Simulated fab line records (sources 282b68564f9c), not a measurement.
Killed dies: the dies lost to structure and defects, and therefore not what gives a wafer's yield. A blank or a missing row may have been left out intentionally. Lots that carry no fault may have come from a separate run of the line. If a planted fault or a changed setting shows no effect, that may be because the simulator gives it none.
Problem report in the 8D (eight disciplines) form, filled by code ; flow rit cmos ; the parts of the form that need people (team, actions taken, sign-off) are left out

## 1. THE ISSUE
Wafers free of any fault read 50.9 ohm/sq (standard deviation 0.7) for SILICIDE_TI_RS at RIT_SILICIDE_RS_MEAS_02, against a mean of 39.3 ohm/sq on 2 wafers of 2 lots. Measured from the usual mean, that is -16 standard deviations.
The step: measures by four-point-probe.
Earliest sighting: wafer L411.4 on film metro-01 at day 4 12:13. The record has a number at this step for 14 wafers belonging to 6 lots. By rule, "out" or "out of limits" means more than 4 standard deviations away from the usual mean. All remaining wafers that have a number are taken as sound.

## 2. WHAT IT IS AND WHAT IT IS NOT
question;is;is not
which readings at this step;SILICIDE_TI_RS;-
which lots;L411, L413;L405, L418, L420, L426
which wafers of those lots;all that have a number;-
read on which gauges;film metro-01;film metro-03, film metro-04
when;from day 4 12:13;"up to then (3 sound wafers); but 9 sound wafers of L418, L420, L426 came after"

## 3. SUSPECTS, AND WHAT RULES EACH OUT
Counting: any tool at a process step up to the reading is kept as a suspect provided that every lot that is out went through it and no sound lot did after the first of them.
- the gauge at RIT_SILICIDE_RS_MEAS_02: kept. All the wafers that are out were read on film metro-01, and no step on other tools shows them out.
- plasma asher-04 at RIT_PSD_STRIP_09 (strips in O2, time 180 s): ruled out as a lasting fault. The sound lots L418, L420 went through it after L411, its earliest lot that is out (day 4 10:55).
- rtp anneal-01 at RIT_SDANNEAL_RTA_03 (time 5 s): kept. It ran every lot that is out, first L411 (day 4 11:29), and no sound lot after that; its last sound lot up to then is L405 (day 3 05:49).
- pvd sputter-04 at RIT_SILICIDE_SPUTTER_01 (material Ti, target thk 30 nm, time 228.7 s): kept. It ran every lot that is out, first L411 (day 4 12:01), and no sound lot after that; its last sound lot up to then is L405 (day 3 06:20).
After the count, these remain: rtp anneal-01 at RIT_SDANNEAL_RTA_03, pvd sputter-04 at RIT_SILICIDE_SPUTTER_01 and film metro-01 at RIT_SILICIDE_RS_MEAS_02.

## 4. THE CAUSE (what the simulator had put in)
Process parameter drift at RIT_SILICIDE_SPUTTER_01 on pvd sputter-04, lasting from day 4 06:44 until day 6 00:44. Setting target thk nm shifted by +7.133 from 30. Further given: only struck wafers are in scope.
After counting, 3 suspects remain, this tool included.

## 5. THE CHAIN OF EFFECTS, in route order
One row per reading whose mean, taken over the struck wafers that have a number, lies over 3 standard deviations from the usual. Scope: only readings with a usual standard deviation given in the record; hours: median across lots of the time from each lot's start at the first step in this table that gives one to its start at this step; sigmas: change in usual standard deviations.
hours;step;reading;usual;on struck wafers;change;sigmas
0;RIT_SILICIDE_RS_MEAS_02;SILICIDE_TI_RS;50.9 ohm/sq;39.3;-11.6;-16
0;RIT_SILICIDE_THK_MEAS_03;SILICIDE_TI_THK;28.9 nm;35.5;+6.6;+18

## 6. WHAT WOULD HAVE CAUGHT IT SOONER
In this record the first reading out of limits at a measuring or inspecting step was taken at day 4 12:13, 5 hours after the fault began at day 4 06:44.
Tool readings at RIT_SILICIDE_SPUTTER_01 with a usual standard deviation given in the record: none out on any struck wafer, hence no alarm at a limit of 4 standard deviations on them.
Lots out: 2; of these, L413 started RIT_SILICIDE_SPUTTER_01 on pvd sputter-04 after day 4 12:13. It would have been spared by a hold on the tool at that moment.
